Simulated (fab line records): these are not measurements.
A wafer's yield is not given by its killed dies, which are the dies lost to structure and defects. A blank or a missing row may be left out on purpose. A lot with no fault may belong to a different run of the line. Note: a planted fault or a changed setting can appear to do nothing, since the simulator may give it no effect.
fab line records ; flow berkeley_cmos170 ; part 2 of 2: steps 31 to 41 of 41
[record] lots = 5; wafers = 15; last_day = 13
route steps=331 shown ACTIVE@67 PFIELD@79 FIELD@89 SACOX@97 SCREENOX@100 NVT@104
lots untouched by any fault: they come from a run of this same line in which no faults occurred
start_h: hours from the record's first day to the start of the lot's first wafer shown ; wait_h: how many hours have passed since the lot's step before this one ; " same as the row above ; L1.1+2: several wafers, shown together as one row ; - no value, or no start given ; * or withheld: withheld ; < > ~ a bound
route shown NAME@n: NAME is a module with steps in the file, n the number in the route of the first one ; usual: the fault-free wafers' mean and standard deviation ; same: alike in all rows ; chamber/n: place in a boat ; sites: readings site by site ; _std_site: standard deviation across them ; _edge_site: inner sites' mean taken away from outer sites' mean ; radius_mm: how far each site lies from the wafer's centre ; mask NAME#n: copy n ; behind: tool/chamber where the wafer was last shaped ; hold: the reason the lot was held/the length of the hold in hours/how it ended ; device: transistor that didn't switch, given as n, p or np ; end of line: at the end of the route, the tests of the same wafers ; where a step has no rows: the recipe by itself ; killed: the dies lost at the first sort to structure and to defects; this is not the yield of the wafer ; map: a wafer's dies, marking killed ones x, the rest . and places with no die _
set.NAME: setting as actually run; set.NAME@STEP: the setting as run at that earlier step ; model.NAME: the simulator's own value behind a step, which no gauge read
certain route steps with their lots: each step a table, each wafer a row
services: a tool's chamber out of use, with start hour (start_h, from the record's first day; less than 0 if before it), hours out, and reason
[[steps]]
[step UCB170_SACOX_CLEAN_00]
[recipe] chemistry = dHF; dilution = 25:1; time_s = 7.5
[same] time_s = 7.5
lot.wafer;tool;chamber;start_h;wait_h
L075.1+4+6;wet_bench-02;2;131.43;0.1
L082.3+5+6;wet_bench-04;1;155.49;0.0
L092.3+4+6;wet_bench-01;3;195.75;0.0
L096.1+2+4;wet_bench-01;0;223.12;0.2
L097.1+4+5;wet_bench-01;0;223.12;0.2
[step UCB170_SACOX_OXIDATION_01]
[recipe] temp_c = 900; ambient = O2; target_thk_a = 144; ox_time_s = 2400
[usual] spike_tc_load_C = 923.1/2; tube_center_temp_C = 900/0.078
lot.wafer;tool;chamber;start_h;wait_h;spike_tc_load_C;tube_center_temp_C
L075.1;furnace-02;0;135.55;4.1;923.5;900.04
L075.4;furnace-02;0;135.55;4.1;922.9;900.09
L075.6;furnace-02;0;135.55;4.1;923.2;900.05
L082.3;furnace-01;0;160.70;5.2;920.6;899.89
L082.5;furnace-01;0;160.70;5.2;921.3;900
L082.6;furnace-01;0;160.70;5.2;921.1;899.97
L092.3;furnace-04;0;200.70;4.9;924.1;900.15
L092.4;furnace-04;0;200.70;4.9;922.8;900.04
L092.6;furnace-04;0;200.70;4.9;925.5;900.12
L096.1;furnace-04;0;227.60;4.5;923.9;899.99
L096.2;furnace-04;0;227.60;4.5;923.8;900.03
L096.4;furnace-04;0;227.60;4.5;924.0;899.94
L097.1;furnace-04;0;227.60;4.5;923.0;899.93
L097.4;furnace-04;0;227.60;4.5;924.9;900.02
L097.5;furnace-04;0;227.60;4.5;923.4;900
[step UCB170_SACOX_THK_MEAS_02]
[recipe] reads = SiO2_of_SACOX_OXIDATION_01
[usual] SACOX_OXIDE_THK = 14.39/0.21
lot.wafer;tool;chamber;start_h;wait_h;SACOX_OXIDE_THK[nm]
L075.1;film_metro-03;-;137.28;0.1;14.41
L075.4;film_metro-03;-;137.28;0.1;14.23
L075.6;film_metro-03;-;137.28;0.1;14.31
L082.3;film_metro-04;-;162.38;0.0;14.59
L082.5;film_metro-04;-;162.38;0.0;14.69
L082.6;film_metro-04;-;162.38;0.0;14.47
L092.3;film_metro-02;-;202.45;0.1;14.80
L092.4;film_metro-02;-;202.45;0.1;14.76
L092.6;film_metro-02;-;202.45;0.1;14.75
L096.1;film_metro-02;-;229.27;0.0;14.47
L096.2;film_metro-02;-;229.27;0.0;14.57
L096.4;film_metro-02;-;229.27;0.0;14.50
L097.1;film_metro-04;-;229.28;0.0;14.37
L097.4;film_metro-04;-;229.28;0.0;14.16
L097.5;film_metro-04;-;229.28;0.0;14.06
[step UCB170_SCREENOX_WET_ETCH_00]
[recipe] chemistry = dHF; dilution = 25:1; target = SiO2; temp_c = 25; time_s = 200
[usual] temp_c = 25.02/0.11
[same] time_s = 200
lot.wafer;tool;chamber;start_h;wait_h;temp_c
L075.1;wet_bench-04;0;137.35;0.1;25.09
L075.4;wet_bench-04;0;137.35;0.1;25.06
L075.6;wet_bench-04;0;137.35;0.1;25.14
L082.3;wet_bench-03;2;164.36;2.0;25.07
L082.5;wet_bench-03;2;164.36;2.0;25.01
L082.6;wet_bench-03;2;164.36;2.0;24.99
L092.3;wet_bench-04;3;202.50;0.0;24.91
L092.4;wet_bench-04;3;202.50;0.0;24.95
L092.6;wet_bench-04;3;202.50;0.0;24.99
L096.1;wet_bench-04;2;229.33;0.1;25.11
L096.2;wet_bench-04;2;229.33;0.1;25.00
L096.4;wet_bench-04;2;229.33;0.1;25.01
L097.1;wet_bench-02;2;229.34;0.1;25.03
L097.4;wet_bench-02;2;229.34;0.1;25.15
L097.5;wet_bench-02;2;229.34;0.1;24.89
[step UCB170_SCREENOX_OXIDATION_01]
[recipe] temp_c = 900; ambient = O2; target_thk_a = 144; ox_time_s = 2400
[usual] spike_tc_load_C = 923.1/1.6; tube_center_temp_C = 900/0.089
lot.wafer;tool;chamber;start_h;wait_h;spike_tc_load_C;tube_center_temp_C
L075.1;furnace-02;0;140.05;2.6;923.4;899.96
L075.4;furnace-02;0;140.05;2.6;924.9;899.97
L075.6;furnace-02;0;140.05;2.6;923.1;900.11
L082.3;furnace-02;0;167.14;2.7;923.7;900.01
L082.5;furnace-02;0;167.14;2.7;924.0;899.91
L082.6;furnace-02;0;167.14;2.7;923.6;900.07
L092.3;furnace-02;0;206.43;3.9;922.3;900.06
L092.4;furnace-02;0;206.43;3.9;923.1;900.06
L092.6;furnace-02;0;206.43;3.9;922.0;900.02
L096.1;furnace-04;0;234.54;5.1;926.1;900.03
L096.2;furnace-04;0;234.54;5.1;925.3;899.85
L096.4;furnace-04;0;234.54;5.1;925.3;900.22
L097.1;furnace-04;0;234.54;5.1;925.1;900.04
L097.4;furnace-04;0;234.54;5.1;924.5;900.01
L097.5;furnace-04;0;234.54;5.1;923.8;900.03
[step UCB170_SCREENOX_THK_MEAS_02]
[recipe] reads = SiO2_of_SCREENOX_OXIDATION_01
[usual] SCREENOX_OXIDE_THK = 14.42/0.22
lot.wafer;tool;chamber;start_h;wait_h;SCREENOX_OXIDE_THK[nm]
L075.1;film_metro-03;-;141.72;0.0;14.07
L075.4;film_metro-03;-;141.72;0.0;14.31
L075.6;film_metro-03;-;141.72;0.0;14.18
L082.3;film_metro-01;-;168.83;0.0;14.84
L082.5;film_metro-01;-;168.83;0.0;14.80
L082.6;film_metro-01;-;168.83;0.0;14.77
L092.3;film_metro-04;-;208.17;0.1;14.37
L092.4;film_metro-04;-;208.17;0.1;14.35
L092.6;film_metro-04;-;208.17;0.1;14.31
L096.1;film_metro-04;-;236.20;0.0;14.42
L096.2;film_metro-04;-;236.20;0.0;14.51
L096.4;film_metro-04;-;236.20;0.0;14.50
L097.1;film_metro-01;-;236.20;0.0;14.29
L097.4;film_metro-01;-;236.20;0.0;14.20
L097.5;film_metro-01;-;236.20;0.0;14.30
[step UCB170_SCREENOX_ANNEAL_03]
[recipe] temp_c = 900; time_s = 900; ambient = N2
[usual] spike_tc_load_C = 923.2/1.4; tube_center_temp_C = 900/0.083
[same] time_s = 900
lot.wafer;tool;chamber;start_h;wait_h;spike_tc_load_C;tube_center_temp_C
L075.1;furnace-02;0;144.72;3.0;922.3;899.94
L075.4;furnace-02;0;144.72;3.0;921.6;899.88
L075.6;furnace-02;0;144.72;3.0;922.5;900.09
L082.3;furnace-02;0;171.81;3.0;924.0;899.84
L082.5;furnace-02;0;171.81;3.0;924.0;899.99
L082.6;furnace-02;0;171.81;3.0;924.1;900.06
L092.3;furnace-04;0;214.22;6.0;925.4;900.14
L092.4;furnace-04;0;214.22;6.0;924.1;899.94
L092.6;furnace-04;0;214.22;6.0;925.5;900.03
L096.1;furnace-01;0;240.79;4.6;921.5;900
L096.2;furnace-01;0;240.79;4.6;921.7;899.97
L096.4;furnace-01;0;240.79;4.6;919.8;899.98
L097.1;furnace-01;0;240.79;4.6;920.5;899.96
L097.4;furnace-01;0;240.79;4.6;922.1;900.08
L097.5;furnace-01;0;240.79;4.6;922.0;899.97
[step UCB170_NVT_HMDS_00]
[recipe] prime_time_s = 60; prime_temp_c = 100
lot.wafer;tool;chamber;start_h;wait_h
L075.1+4+6;litho_track-04;0;146.05;0.1
L082.3+5+6;litho_track-02;0;173.79;0.7
L092.3+4+6;litho_track-02;0;216.30;0.8
L096.1+2+4;litho_track-04;0;242.37;0.3
L097.1+4+5;litho_track-02;0;242.47;0.4
[step UCB170_NVT_COAT_01]
[recipe] resist = KrF; spin_rpm = 1500; resist_thk_nm = 900
lot.wafer;tool;chamber;start_h;wait_h
L075.1+4+6;litho_track-04;0;146.20;0.1
L082.3+5+6;litho_track-02;0;173.94;0.1
L092.3+4+6;litho_track-02;0;216.45;0.1
L096.1+2+4;litho_track-04;0;242.52;0.1
L097.1+4+5;litho_track-02;0;242.62;0.1
[step UCB170_NVT_SOFTBAKE_02]
[recipe] resist = KrF; temp_c = 130; time_s = 60
[same] time_s = 60
lot.wafer;tool;chamber;start_h;wait_h
L075.1+4+6;litho_track-04;0;146.35;0.1
L082.3+5+6;litho_track-02;0;174.09;0.1
L092.3+4+6;litho_track-02;0;216.60;0.1
L096.1+2+4;litho_track-04;0;242.67;0.1
L097.1+4+5;litho_track-02;0;242.77;0.1
[step UCB170_NVT_EXPOSE_03]
[recipe] mask_id = PWELL; target_cd_nm = 3000; na = 0.5; sigma_outer = 0.6; source_shape = conventional; dose_mj = 30
lot.wafer;tool;chamber;start_h;wait_h;mask
L075.1+4+6;krf_scanner-02;0;146.66;0.3;PWELL#0
L082.3+5+6;krf_scanner-01;0;174.39;0.3;PWELL#0
L092.3+4+6;krf_scanner-02;0;216.92;0.3;PWELL#0
L096.1+2+4;krf_scanner-01;0;242.82;0.1;PWELL#0
L097.1+4+5;krf_scanner-01;0;242.94;0.1;PWELL#0
[[services]]
tool;chamber;start_h;hours;kind
rie_diel-01;1;89.35;5.4;repair
plasma_asher-01;-;90.36;2.6;repair
furnace-02;-;91.65;2.7;pm
wet_bench-04;-;91.85;0.8;repair
furnace-04;-;97.30;3.7;pm
furnace-04;-;98.25;10.2;repair
plasma_asher-01;-;101.35;2.2;repair
krf_scanner-02;-;105.02;1.5;pm
krf_scanner-02;-;122.77;0.8;pm
plasma_asher-01;-;126.43;0.9;repair
furnace-02;-;145.97;3.3;pm
furnace-04;-;147.40;3.1;pm
rie_diel-01;-;150.19;0.2;repair
krf_scanner-01;-;158.54;0.8;pm
krf_scanner-01;-;172.31;1.0;pm
rie_diel-01;0;179.79;2.9;repair
rie_diel-01;3;187.65;1.7;repair
krf_scanner-02;-;202.82;1.3;pm
wet_bench-02;-;203.14;1.1;repair
furnace-01;-;206.71;3.3;pm
implanter-02;-;207.75;1.8;repair
krf_scanner-01;-;208.12;1.3;pm
implanter-02;-;222.39;4.8;repair
implanter-04;-;227.72;12.6;pm
